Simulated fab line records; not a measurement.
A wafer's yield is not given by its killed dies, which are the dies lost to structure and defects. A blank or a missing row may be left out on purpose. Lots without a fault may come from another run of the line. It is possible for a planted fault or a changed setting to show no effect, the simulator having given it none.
fab line records :: flow rit_cmos
[record]
  lots = 5
  wafers = 15
  last_day = 7
route steps=202 shown ACTIVE@19 FOX1@20 FOX2@23 NWELL@28 PWELL@39 WELLDRIVE@50
lots that met no fault: taken from a fault-free run of the same line
start_h: hours from the record's opening day to when the first of the lot's shown wafers began :: wait_h: hours from the lot's prior step to this one :: " the same as in the row above :: L1.1+2: a single row standing in for several wafers :: - either no value or no given start :: * or withheld: withheld :: < > ~ a bound
route shown NAME@n: NAME is a module with steps in the file, n the number in the route of the first one :: usual: mean and standard deviation over wafers with no fault :: same: alike in all rows :: chamber/n: place in a boat :: sites: per-site readings :: _std_site: how widely they spread, as a standard deviation :: _edge_site: mean of outer sites minus mean of inner sites :: radius_mm: how far each site lies from the wafer's centre :: mask NAME#n: copy n :: behind: the most recent tool/chamber to have shaped the wafer :: hold: reason for holding the lot/hours on hold/outcome of the hold :: device: names the non-switching transistor (n, p or np) :: end of line: the route-end tests of the same wafers :: step lacking rows: just its recipe :: killed: count of dies lost to structure and defects at first sort (not the wafer's yield) :: map: a wafer's dies, x killed, . not, _ none there
set.NAME: setting as actually run; set.NAME@STEP: the setting as run at that earlier step :: model.NAME: the simulator's own value behind a step, which no gauge read
certain route steps with their lots: each step a table, each wafer a row
services: from which hour (start_h, from the record's first day; less than 0 if before it) a tool's chamber was out of use, for how many hours, and why
[[steps]]
[step RIT_ACTIVE_CLEAN_17]
[recipe]
  chemistry = SC2
  mix = 3:3:50
  time_s = 600
  temp_c = 75
  dry = n2_spin
[step RIT_FOX1_OXIDATION_00]
[recipe]
  temp_c = 1100
  ambient = H2O
  target_thk_a = 3507
  p_h2o_torr = 720
  ox_time_s = 1130
[step RIT_FOX1_THK_MEAS_01]
[recipe]
  reads = SiO2_of_FOX1_OXIDATION_00
[usual]
  FOX1_OXIDE_THK = 349/6.1
lot.wafer: L889.2
tool: film_metro-02
chamber: -
start_h: 47.32
wait_h: 0.0
FOX1_OXIDE_THK[nm]: 340

lot.wafer: L889.5
tool: film_metro-02
chamber: -
start_h: 47.32
wait_h: 0.0
FOX1_OXIDE_THK[nm]: 343

lot.wafer: L889.6
tool: film_metro-02
chamber: -
start_h: 47.32
wait_h: 0.0
FOX1_OXIDE_THK[nm]: 339

lot.wafer: L898.3
tool: film_metro-02
chamber: -
start_h: 93.74
wait_h: 0.0
FOX1_OXIDE_THK[nm]: 352

lot.wafer: L898.4
tool: film_metro-02
chamber: -
start_h: 93.74
wait_h: 0.0
FOX1_OXIDE_THK[nm]: 351

lot.wafer: L898.6
tool: film_metro-02
chamber: -
start_h: 93.74
wait_h: 0.0
FOX1_OXIDE_THK[nm]: 352

lot.wafer: L900.1
tool: film_metro-03
chamber: -
start_h: 104.72
wait_h: 0.0
FOX1_OXIDE_THK[nm]: 349

lot.wafer: L900.2
tool: film_metro-03
chamber: -
start_h: 104.72
wait_h: 0.0
FOX1_OXIDE_THK[nm]: 352

lot.wafer: L900.5
tool: film_metro-03
chamber: -
start_h: 104.72
wait_h: 0.0
FOX1_OXIDE_THK[nm]: 348

lot.wafer: L901.2
tool: film_metro-02
chamber: -
start_h: 110.94
wait_h: 0.0
FOX1_OXIDE_THK[nm]: 340

lot.wafer: L901.4
tool: film_metro-02
chamber: -
start_h: 110.94
wait_h: 0.0
FOX1_OXIDE_THK[nm]: 344

lot.wafer: L901.6
tool: film_metro-02
chamber: -
start_h: 110.94
wait_h: 0.0
FOX1_OXIDE_THK[nm]: 342

lot.wafer: L903.1
tool: film_metro-02
chamber: -
start_h: 118.64
wait_h: 0.0
FOX1_OXIDE_THK[nm]: 354

lot.wafer: L903.4
tool: film_metro-02
chamber: -
start_h: 118.64
wait_h: 0.0
FOX1_OXIDE_THK[nm]: 352

lot.wafer: L903.6
tool: film_metro-02
chamber: -
start_h: 118.64
wait_h: 0.0
FOX1_OXIDE_THK[nm]: 360
[step RIT_FOX1_WET_ETCH_02]
[recipe]
  chemistry = BOE
  target_depth_nm = 350
  time_s = 390
  temp_c = 21.5
  dry = n2_spin
  dilution = 10:1
  target = SiO2
[step RIT_FOX2_OXIDATION_00]
[recipe]
  temp_c = 1100
  ambient = H2O
  target_thk_a = 3507
  p_h2o_torr = 720
  ox_time_s = 1130
[step RIT_FOX2_THK_MEAS_01]
[recipe]
  reads = SiO2_of_FOX2_OXIDATION_00
[usual]
  FOX2_OXIDE_THK = 349/5.9
lot.wafer: L889.2
tool: film_metro-03
chamber: -
start_h: 48.92
wait_h: 0.0
FOX2_OXIDE_THK[nm]: 349

lot.wafer: L889.5
tool: film_metro-03
chamber: -
start_h: 48.92
wait_h: 0.0
FOX2_OXIDE_THK[nm]: 349

lot.wafer: L889.6
tool: film_metro-03
chamber: -
start_h: 48.92
wait_h: 0.0
FOX2_OXIDE_THK[nm]: 347

lot.wafer: L898.3
tool: film_metro-01
chamber: -
start_h: 95.23
wait_h: 0.0
FOX2_OXIDE_THK[nm]: 352

lot.wafer: L898.4
tool: film_metro-01
chamber: -
start_h: 95.23
wait_h: 0.0
FOX2_OXIDE_THK[nm]: 350

lot.wafer: L898.6
tool: film_metro-01
chamber: -
start_h: 95.23
wait_h: 0.0
FOX2_OXIDE_THK[nm]: 349

lot.wafer: L900.1
tool: film_metro-01
chamber: -
start_h: 106.21
wait_h: 0.0
FOX2_OXIDE_THK[nm]: 342

lot.wafer: L900.2
tool: film_metro-01
chamber: -
start_h: 106.21
wait_h: 0.0
FOX2_OXIDE_THK[nm]: 346

lot.wafer: L900.5
tool: film_metro-01
chamber: -
start_h: 106.21
wait_h: 0.0
FOX2_OXIDE_THK[nm]: 347

lot.wafer: L901.2
tool: film_metro-03
chamber: -
start_h: 114.23
wait_h: 0.0
FOX2_OXIDE_THK[nm]: 344

lot.wafer: L901.4
tool: film_metro-03
chamber: -
start_h: 114.23
wait_h: 0.0
FOX2_OXIDE_THK[nm]: 342

lot.wafer: L901.6
tool: film_metro-03
chamber: -
start_h: 114.23
wait_h: 0.0
FOX2_OXIDE_THK[nm]: 344

lot.wafer: L903.1
tool: film_metro-02
chamber: -
start_h: 120.14
wait_h: 0.0
FOX2_OXIDE_THK[nm]: 347

lot.wafer: L903.4
tool: film_metro-02
chamber: -
start_h: 120.14
wait_h: 0.0
FOX2_OXIDE_THK[nm]: 350

lot.wafer: L903.6
tool: film_metro-02
chamber: -
start_h: 120.14
wait_h: 0.0
FOX2_OXIDE_THK[nm]: 346
[step RIT_FOX2_CLEAN_02]
[recipe]
  chemistry = dHF
  dilution = 50:1
  time_s = 180
[step RIT_FOX2_WET_ETCH_03]
[recipe]
  chemistry = H3PO4
  target = Si3N4
  target_depth_nm = 195
  temp_c = 165
  time_s = 2700
[step RIT_FOX2_THK_MEAS_90]
[recipe]
  reads = SiO2_of_FOX2_OXIDATION_00
[usual]
  FIELD_OXIDE_LEFT_1_THK = 321/6
lot.wafer: L889.2
tool: film_metro-02
chamber: -
start_h: 50.56
wait_h: 0.0
FIELD_OXIDE_LEFT_1_THK[nm]: 322

lot.wafer: L889.5
tool: film_metro-02
chamber: -
start_h: 50.56
wait_h: 0.0
FIELD_OXIDE_LEFT_1_THK[nm]: 321

lot.wafer: L889.6
tool: film_metro-02
chamber: -
start_h: 50.56
wait_h: 0.0
FIELD_OXIDE_LEFT_1_THK[nm]: 320

lot.wafer: L898.3
tool: film_metro-03
chamber: -
start_h: 96.10
wait_h: 0.0
FIELD_OXIDE_LEFT_1_THK[nm]: 325

lot.wafer: L898.4
tool: film_metro-03
chamber: -
start_h: 96.10
wait_h: 0.0
FIELD_OXIDE_LEFT_1_THK[nm]: 323

lot.wafer: L898.6
tool: film_metro-03
chamber: -
start_h: 96.10
wait_h: 0.0
FIELD_OXIDE_LEFT_1_THK[nm]: 322

lot.wafer: L900.1
tool: film_metro-01
chamber: -
start_h: 107.09
wait_h: 0.0
FIELD_OXIDE_LEFT_1_THK[nm]: 314

lot.wafer: L900.2
tool: film_metro-01
chamber: -
start_h: 107.09
wait_h: 0.0
FIELD_OXIDE_LEFT_1_THK[nm]: 319

lot.wafer: L900.5
tool: film_metro-01
chamber: -
start_h: 107.09
wait_h: 0.0
FIELD_OXIDE_LEFT_1_THK[nm]: 319

lot.wafer: L901.2
tool: film_metro-01
chamber: -
start_h: 115.11
wait_h: 0.0
FIELD_OXIDE_LEFT_1_THK[nm]: 316

lot.wafer: L901.4
tool: film_metro-01
chamber: -
start_h: 115.11
wait_h: 0.0
FIELD_OXIDE_LEFT_1_THK[nm]: 314

lot.wafer: L901.6
tool: film_metro-01
chamber: -
start_h: 115.11
wait_h: 0.0
FIELD_OXIDE_LEFT_1_THK[nm]: 317

lot.wafer: L903.1
tool: film_metro-03
chamber: -
start_h: 121.09
wait_h: 0.0
FIELD_OXIDE_LEFT_1_THK[nm]: 321

lot.wafer: L903.4
tool: film_metro-03
chamber: -
start_h: 121.09
wait_h: 0.0
FIELD_OXIDE_LEFT_1_THK[nm]: 324

lot.wafer: L903.6
tool: film_metro-03
chamber: -
start_h: 121.09
wait_h: 0.0
FIELD_OXIDE_LEFT_1_THK[nm]: 319
[step RIT_NWELL_HMDS_00]
[recipe]
  prime_time_s = 60
  prime_temp_c = 140
[step RIT_NWELL_COAT_01]
[recipe]
  resist = NOVOLAK
  spin_rpm = 2000
  resist_thk_nm = 1300
[step RIT_NWELL_SOFTBAKE_02]
[recipe]
  resist = NOVOLAK
  temp_c = 90
  time_s = 60
[step RIT_NWELL_EXPOSE_03]
[recipe]
  mask_id = M2
  na = 0.57
  target_cd_nm = 43900
  dose_mj = 250
[same]
  na = 0.57
lot.wafer: L889.2+5+6
tool: iline_stepper-02
chamber: 0
start_h: 51.08
wait_h: 0.1
mask: M3#0

lot.wafer: L898.3+4+6
tool: iline_stepper-02
chamber: 0
start_h: 96.76
wait_h: 0.2
mask: M2#0

lot.wafer: L900.1+2+5
tool: iline_stepper-01
chamber: 0
start_h: 107.72
wait_h: 0.2
mask: M2#0

lot.wafer: L901.2+4+6
tool: iline_stepper-01
chamber: 0
start_h: 115.63
wait_h: 0.1
mask: M2#0

lot.wafer: L903.1+4+6
tool: iline_stepper-02
chamber: 0
start_h: 121.60
wait_h: 0.1
mask: M2#0
[step RIT_NWELL_PEB_04]
[recipe]
  resist = NOVOLAK
  temp_c = withheld
  time_s = withheld
[step RIT_NWELL_DEVELOP_05]
[recipe]
  resist = NOVOLAK
  develop_time_s = 68
  dev_temp_c = 23
[step RIT_NWELL_OVL_MEAS_06]
[usual]
  NWELL_OVL = 0.1/1.3
lot.wafer: L889.2
tool: overlay-01
chamber: -
start_h: 51.50
wait_h: -
NWELL_OVL[nm]: -

lot.wafer: L889.5
tool: overlay-01
chamber: -
start_h: 51.50
wait_h: -
NWELL_OVL[nm]: -

lot.wafer: L889.6
tool: overlay-01
chamber: -
start_h: 51.50
wait_h: -
NWELL_OVL[nm]: -

lot.wafer: L898.3
tool: overlay-02
chamber: -
start_h: 97.16
wait_h: -
NWELL_OVL[nm]: -1.0

lot.wafer: L898.4
tool: overlay-02
chamber: -
start_h: 97.16
wait_h: -
NWELL_OVL[nm]: -2.4

lot.wafer: L898.6
tool: overlay-02
chamber: -
start_h: 97.16
wait_h: -
NWELL_OVL[nm]: -0.5

lot.wafer: L900.1
tool: overlay-01
chamber: -
start_h: 108.15
wait_h: -
NWELL_OVL[nm]: -0.1

lot.wafer: L900.2
tool: overlay-01
chamber: -
start_h: 108.15
wait_h: -
NWELL_OVL[nm]: -0.1

lot.wafer: L900.5
tool: overlay-01
chamber: -
start_h: 108.15
wait_h: -
NWELL_OVL[nm]: -1.3

lot.wafer: L901.2
tool: overlay-02
chamber: -
start_h: 116.04
wait_h: -
NWELL_OVL[nm]: 0.5

lot.wafer: L901.4
tool: overlay-02
chamber: -
start_h: 116.04
wait_h: -
NWELL_OVL[nm]: 0.5

lot.wafer: L901.6
tool: overlay-02
chamber: -
start_h: 116.04
wait_h: -
NWELL_OVL[nm]: 1.4

lot.wafer: L903.1
tool: overlay-01
chamber: -
start_h: 122.03
wait_h: -
NWELL_OVL[nm]: -3.3

lot.wafer: L903.4
tool: overlay-01
chamber: -
start_h: 122.03
wait_h: -
NWELL_OVL[nm]: -1.3

lot.wafer: L903.6
tool: overlay-01
chamber: -
start_h: 122.03
wait_h: -
NWELL_OVL[nm]: -2.1
[step RIT_NWELL_HARDBAKE_07]
[recipe]
  resist = NOVOLAK
  temp_c = 140
  time_s = 120
[step RIT_NWELL_IMPLANT_08]
[recipe]
  species = P
  energy_kev = 170
  dose_cm2 = 5e+13
  tilt_deg = 7
[step RIT_NWELL_STRIP_09]
[recipe]
  chemistry = O2
  time_s = 180
  resist = NOVOLAK
  platen_temp_c = withheld
  power_w = 500
  pressure_mtorr = 4000
  o2_flow_sccm = 4000
[usual]
  drypump_motor_current_A = 5.9/0.36
lot.wafer: L889.2
tool: plasma_asher-04
chamber: 0
start_h: 52.03
wait_h: 0.1
drypump_motor_current_A: 5.9
rf_hours_counter_h: 43

lot.wafer: L889.5
tool: plasma_asher-04
chamber: 0
start_h: 52.03
wait_h: 0.1
drypump_motor_current_A: 5.9
rf_hours_counter_h: -

lot.wafer: L889.6
tool: plasma_asher-04
chamber: 1
start_h: 52.03
wait_h: 0.1
drypump_motor_current_A: 5.7
rf_hours_counter_h: -

lot.wafer: L898.3
tool: plasma_asher-04
chamber: 0
start_h: 97.64
wait_h: 0.1
drypump_motor_current_A: 5.9
rf_hours_counter_h: -

lot.wafer: L898.4
tool: plasma_asher-04
chamber: 1
start_h: 97.64
wait_h: 0.1
drypump_motor_current_A: 5.7
rf_hours_counter_h: -

lot.wafer: L898.6
tool: plasma_asher-04
chamber: 1
start_h: 97.64
wait_h: 0.1
drypump_motor_current_A: 5.7
rf_hours_counter_h: -

lot.wafer: L900.1
tool: plasma_asher-04
chamber: 1
start_h: 108.59
wait_h: 0.1
drypump_motor_current_A: 5.7
rf_hours_counter_h: 49

lot.wafer: L900.2
tool: plasma_asher-04
chamber: 0
start_h: 108.59
wait_h: 0.1
drypump_motor_current_A: 5.9
rf_hours_counter_h: 49

lot.wafer: L900.5
tool: plasma_asher-04
chamber: 1
start_h: 108.59
wait_h: 0.1
drypump_motor_current_A: 5.8
rf_hours_counter_h: -

lot.wafer: L901.2
tool: plasma_asher-04
chamber: 0
start_h: 116.48
wait_h: 0.1
drypump_motor_current_A: 5.9
rf_hours_counter_h: 50

lot.wafer: L901.4
tool: plasma_asher-04
chamber: 0
start_h: 116.48
wait_h: 0.1
drypump_motor_current_A: 5.9
rf_hours_counter_h: -

lot.wafer: L901.6
tool: plasma_asher-04
chamber: 1
start_h: 116.48
wait_h: 0.1
drypump_motor_current_A: 5.7
rf_hours_counter_h: -

lot.wafer: L903.1
tool: plasma_asher-03
chamber: 1
start_h: 122.46
wait_h: 0.1
drypump_motor_current_A: 6.4
rf_hours_counter_h: 1

lot.wafer: L903.4
tool: plasma_asher-03
chamber: 0
start_h: 122.46
wait_h: 0.1
drypump_motor_current_A: 5.4
rf_hours_counter_h: -

lot.wafer: L903.6
tool: plasma_asher-03
chamber: 0
start_h: 122.46
wait_h: 0.1
drypump_motor_current_A: 5.4
rf_hours_counter_h: -
[step RIT_NWELL_TW_MEAS_10]
[usual]
  NWELL_TW = 2133/22
lot.wafer: L889.2
tool: film_metro-03
chamber: -
start_h: 52.21
wait_h: 0.1
NWELL_TW: 29

lot.wafer: L889.5
tool: film_metro-03
chamber: -
start_h: 52.21
wait_h: 0.1
NWELL_TW: 30

lot.wafer: L889.6
tool: film_metro-03
chamber: -
start_h: 52.21
wait_h: 0.1
NWELL_TW: 30

lot.wafer: L898.3
tool: film_metro-04
chamber: -
start_h: 97.78
wait_h: 0.1
NWELL_TW: 2138

lot.wafer: L898.4
tool: film_metro-04
chamber: -
start_h: 97.78
wait_h: 0.1
NWELL_TW: 2150

lot.wafer: L898.6
tool: film_metro-04
chamber: -
start_h: 97.78
wait_h: 0.1
NWELL_TW: 2140

lot.wafer: L900.1
tool: film_metro-04
chamber: -
start_h: 108.76
wait_h: 0.1
NWELL_TW: 2145

lot.wafer: L900.2
tool: film_metro-04
chamber: -
start_h: 108.76
wait_h: 0.1
NWELL_TW: 2148

lot.wafer: L900.5
tool: film_metro-04
chamber: -
start_h: 108.76
wait_h: 0.1
NWELL_TW: 2146

lot.wafer: L901.2
tool: film_metro-04
chamber: -
start_h: 116.66
wait_h: 0.1
NWELL_TW: 2139

lot.wafer: L901.4
tool: film_metro-04
chamber: -
start_h: 116.66
wait_h: 0.1
NWELL_TW: 2146

lot.wafer: L901.6
tool: film_metro-04
chamber: -
start_h: 116.66
wait_h: 0.1
NWELL_TW: 2127

lot.wafer: L903.1
tool: film_metro-01
chamber: -
start_h: 122.64
wait_h: 0.1
NWELL_TW: 2143

lot.wafer: L903.4
tool: film_metro-01
chamber: -
start_h: 122.64
wait_h: 0.1
NWELL_TW: 2153

lot.wafer: L903.6
tool: film_metro-01
chamber: -
start_h: 122.64
wait_h: 0.1
NWELL_TW: 2143
[step RIT_PWELL_HMDS_00]
[recipe]
  prime_time_s = 60
  prime_temp_c = 140
[step RIT_PWELL_COAT_01]
[recipe]
  resist = NOVOLAK
  spin_rpm = 2000
  resist_thk_nm = 1300
[step RIT_PWELL_SOFTBAKE_02]
[recipe]
  resist = NOVOLAK
  temp_c = 90
  time_s = 60
[step RIT_PWELL_EXPOSE_03]
[recipe]
  mask_id = M3
  na = 0.57
  target_cd_nm = 43700
  dose_mj = 250
[step RIT_PWELL_PEB_04]
[recipe]
  resist = NOVOLAK
  temp_c = withheld
  time_s = withheld
[step RIT_PWELL_DEVELOP_05]
[recipe]
  resist = NOVOLAK
  develop_time_s = 68
  dev_temp_c = 23
[step RIT_PWELL_OVL_MEAS_06]
[usual]
  PWELL_OVL = 0.2/1.4
lot.wafer: L889.2
tool: overlay-02
chamber: -
start_h: 53.27
wait_h: -
PWELL_OVL[nm]: 1.0

lot.wafer: L889.5
tool: overlay-02
chamber: -
start_h: 53.27
wait_h: -
PWELL_OVL[nm]: 1.8

lot.wafer: L889.6
tool: overlay-02
chamber: -
start_h: 53.27
wait_h: -
PWELL_OVL[nm]: 2.9

lot.wafer: L898.3
tool: overlay-02
chamber: -
start_h: 98.71
wait_h: -
PWELL_OVL[nm]: 3.8

lot.wafer: L898.4
tool: overlay-02
chamber: -
start_h: 98.71
wait_h: -
PWELL_OVL[nm]: 1.5

lot.wafer: L898.6
tool: overlay-02
chamber: -
start_h: 98.71
wait_h: -
PWELL_OVL[nm]: 4.5

lot.wafer: L900.1
tool: overlay-01
chamber: -
start_h: 109.70
wait_h: -
PWELL_OVL[nm]: 0.1

lot.wafer: L900.2
tool: overlay-01
chamber: -
start_h: 109.70
wait_h: -
PWELL_OVL[nm]: -0.7

lot.wafer: L900.5
tool: overlay-01
chamber: -
start_h: 109.70
wait_h: -
PWELL_OVL[nm]: -1.2

lot.wafer: L901.2
tool: overlay-02
chamber: -
start_h: 117.72
wait_h: -
PWELL_OVL[nm]: -1.8

lot.wafer: L901.4
tool: overlay-02
chamber: -
start_h: 117.72
wait_h: -
PWELL_OVL[nm]: -0.4

lot.wafer: L901.6
tool: overlay-02
chamber: -
start_h: 117.72
wait_h: -
PWELL_OVL[nm]: -1.1

lot.wafer: L903.1
tool: overlay-01
chamber: -
start_h: 123.70
wait_h: -
PWELL_OVL[nm]: -0.3

lot.wafer: L903.4
tool: overlay-01
chamber: -
start_h: 123.70
wait_h: -
PWELL_OVL[nm]: -0.2

lot.wafer: L903.6
tool: overlay-01
chamber: -
start_h: 123.70
wait_h: -
PWELL_OVL[nm]: 0.3
[step RIT_PWELL_HARDBAKE_07]
[recipe]
  resist = NOVOLAK
  temp_c = 140
  time_s = 120
[step RIT_PWELL_IMPLANT_08]
[recipe]
  species = B
  energy_kev = 170
  dose_cm2 = 7e+13
  tilt_deg = 7
[step RIT_PWELL_STRIP_09]
[recipe]
  chemistry = O2
  time_s = 180
  resist = NOVOLAK
  platen_temp_c = withheld
  power_w = 500
  pressure_mtorr = 4000
  o2_flow_sccm = 4000
[usual]
  drypump_motor_current_A = 5.9/0.31
lot.wafer: L889.2
tool: plasma_asher-02
chamber: 0
start_h: 53.92
wait_h: 0.1
drypump_motor_current_A: 6.2
rf_hours_counter_h: 40

lot.wafer: L889.5
tool: plasma_asher-02
chamber: 1
start_h: 53.92
wait_h: 0.1
drypump_motor_current_A: 5.5
rf_hours_counter_h: -

lot.wafer: L889.6
tool: plasma_asher-02
chamber: 0
start_h: 53.92
wait_h: 0.1
drypump_motor_current_A: 6.2
rf_hours_counter_h: -

lot.wafer: L898.3
tool: plasma_asher-04
chamber: 1
start_h: 99.20
wait_h: 0.1
drypump_motor_current_A: 5.8
rf_hours_counter_h: -

lot.wafer: L898.4
tool: plasma_asher-04
chamber: 0
start_h: 99.20
wait_h: 0.1
drypump_motor_current_A: 5.9
rf_hours_counter_h: -

lot.wafer: L898.6
tool: plasma_asher-04
chamber: 0
start_h: 99.20
wait_h: 0.1
drypump_motor_current_A: 5.9
rf_hours_counter_h: -

lot.wafer: L900.1
tool: plasma_asher-04
chamber: 0
start_h: 110.21
wait_h: 0.1
drypump_motor_current_A: 5.9
rf_hours_counter_h: 49

lot.wafer: L900.2
tool: plasma_asher-04
chamber: 1
start_h: 110.21
wait_h: 0.1
drypump_motor_current_A: 5.8
rf_hours_counter_h: 49

lot.wafer: L900.5
tool: plasma_asher-04
chamber: 0
start_h: 110.21
wait_h: 0.1
drypump_motor_current_A: 5.9
rf_hours_counter_h: -

lot.wafer: L901.2
tool: plasma_asher-01
chamber: 0
start_h: 118.15
wait_h: 0.1
drypump_motor_current_A: 6.5
rf_hours_counter_h: 32

lot.wafer: L901.4
tool: plasma_asher-01
chamber: 0
start_h: 118.15
wait_h: 0.1
drypump_motor_current_A: 6.5
rf_hours_counter_h: -

lot.wafer: L901.6
tool: plasma_asher-01
chamber: 0
start_h: 118.15
wait_h: 0.1
drypump_motor_current_A: 6.5
rf_hours_counter_h: -

lot.wafer: L903.1
tool: plasma_asher-02
chamber: 1
start_h: 124.14
wait_h: 0.1
drypump_motor_current_A: 5.5
rf_hours_counter_h: 47

lot.wafer: L903.4
tool: plasma_asher-02
chamber: 0
start_h: 124.14
wait_h: 0.1
drypump_motor_current_A: 6.2
rf_hours_counter_h: -

lot.wafer: L903.6
tool: plasma_asher-02
chamber: 0
start_h: 124.14
wait_h: 0.1
drypump_motor_current_A: 6.2
rf_hours_counter_h: -
[step RIT_PWELL_TW_MEAS_10]
[usual]
  PWELL_TW = 943/11
lot.wafer: L889.2
tool: film_metro-03
chamber: -
start_h: 54.10
wait_h: 0.1
PWELL_TW: 2166

lot.wafer: L889.5
tool: film_metro-03
chamber: -
start_h: 54.10
wait_h: 0.1
PWELL_TW: 2157

lot.wafer: L889.6
tool: film_metro-03
chamber: -
start_h: 54.10
wait_h: 0.1
PWELL_TW: 2171

lot.wafer: L898.3
tool: film_metro-03
chamber: -
start_h: 99.33
wait_h: 0.1
PWELL_TW: 934

lot.wafer: L898.4
tool: film_metro-03
chamber: -
start_h: 99.33
wait_h: 0.1
PWELL_TW: 936

lot.wafer: L898.6
tool: film_metro-03
chamber: -
start_h: 99.33
wait_h: 0.1
PWELL_TW: 936

lot.wafer: L900.1
tool: film_metro-03
chamber: -
start_h: 110.39
wait_h: 0.1
PWELL_TW: 929

lot.wafer: L900.2
tool: film_metro-03
chamber: -
start_h: 110.39
wait_h: 0.1
PWELL_TW: 935

lot.wafer: L900.5
tool: film_metro-03
chamber: -
start_h: 110.39
wait_h: 0.1
PWELL_TW: 933

lot.wafer: L901.2
tool: film_metro-04
chamber: -
start_h: 118.34
wait_h: 0.1
PWELL_TW: 950

lot.wafer: L901.4
tool: film_metro-04
chamber: -
start_h: 118.34
wait_h: 0.1
PWELL_TW: 949

lot.wafer: L901.6
tool: film_metro-04
chamber: -
start_h: 118.34
wait_h: 0.1
PWELL_TW: 952

lot.wafer: L903.1
tool: film_metro-01
chamber: -
start_h: 124.31
wait_h: 0.1
PWELL_TW: 951

lot.wafer: L903.4
tool: film_metro-01
chamber: -
start_h: 124.31
wait_h: 0.1
PWELL_TW: 952

lot.wafer: L903.6
tool: film_metro-01
chamber: -
start_h: 124.31
wait_h: 0.1
PWELL_TW: 952
[step RIT_WELLDRIVE_ANNEAL_00]
[recipe]
  temp_c = 1100
  time_s = 14700
  ambient = N2
[[services]]
tool: plasma_asher-02
chamber: -
start_h: 43.78
hours: 0.9
kind: repair

tool: plasma_asher-03
chamber: -
start_h: 56.69
hours: 2.8
kind: pm

tool: iline_stepper-01
chamber: -
start_h: 58.87
hours: 1.7
kind: pm

tool: iline_stepper-02
chamber: -
start_h: 67.08
hours: 4.4
kind: pm

tool: iline_stepper-01
chamber: -
start_h: 89.14
hours: 1.5
kind: repair

tool: iline_stepper-01
chamber: 0
start_h: 108.09
hours: -
kind: calibration

tool: plasma_asher-03
chamber: -
start_h: 108.75
hours: 9.0
kind: pm

tool: plasma_asher-03
chamber: 0
start_h: 108.75
hours: 9.0
kind: vent_cycle

tool: plasma_asher-03
chamber: 1
start_h: 108.75
hours: 9.0
kind: vent_cycle

tool: plasma_asher-03
chamber: 0
start_h: 117.75
hours: -
kind: clean

tool: plasma_asher-03
chamber: 1
start_h: 117.75
hours: -
kind: clean
[[key]]
[first_sign]
  step = RIT_NWELL_EXPOSE_03
  reading = mask
  direction = changed
[effect]
  step = RIT_NWELL_OVL_MEAS_06
  reading = NWELL_OVL
  direction = missing
[effect]
  step = RIT_NWELL_TW_MEAS_10
  reading = NWELL_TW
  direction = down
  sigmas = 97
  usual = 2133
  struck = 30
[effect]
  step = RIT_PWELL_TW_MEAS_10
  reading = PWELL_TW
  direction = up
  sigmas = 99+
  usual = 943
  struck = 2165
met_at RIT_NWELL_EXPOSE_03
struck_wafers L889.2,L889.5,L889.6
sort_left_out L889.2,L889.5,L889.6
tester_left_out L889
[fault]
  kind = wrong_mask
  tool = any
  chamber = -
  onset_h = 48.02
  steps = RIT_NWELL_EXPOSE_03
  aux_copy = M3#0
  scope = struck_lots_only
// tester_left_out: of these lots the tester's yield and bins aren't shown, on N5 and GAA mostly nor the transistor test; their killed dies are dies lost to structure and defects alone, not to doping, threshold or leakage, so they don't give the yield
// sort_left_out: the simulated sort isn't trusted on such a fault, so these wafers' sort isn't shown, and their yield isn't known
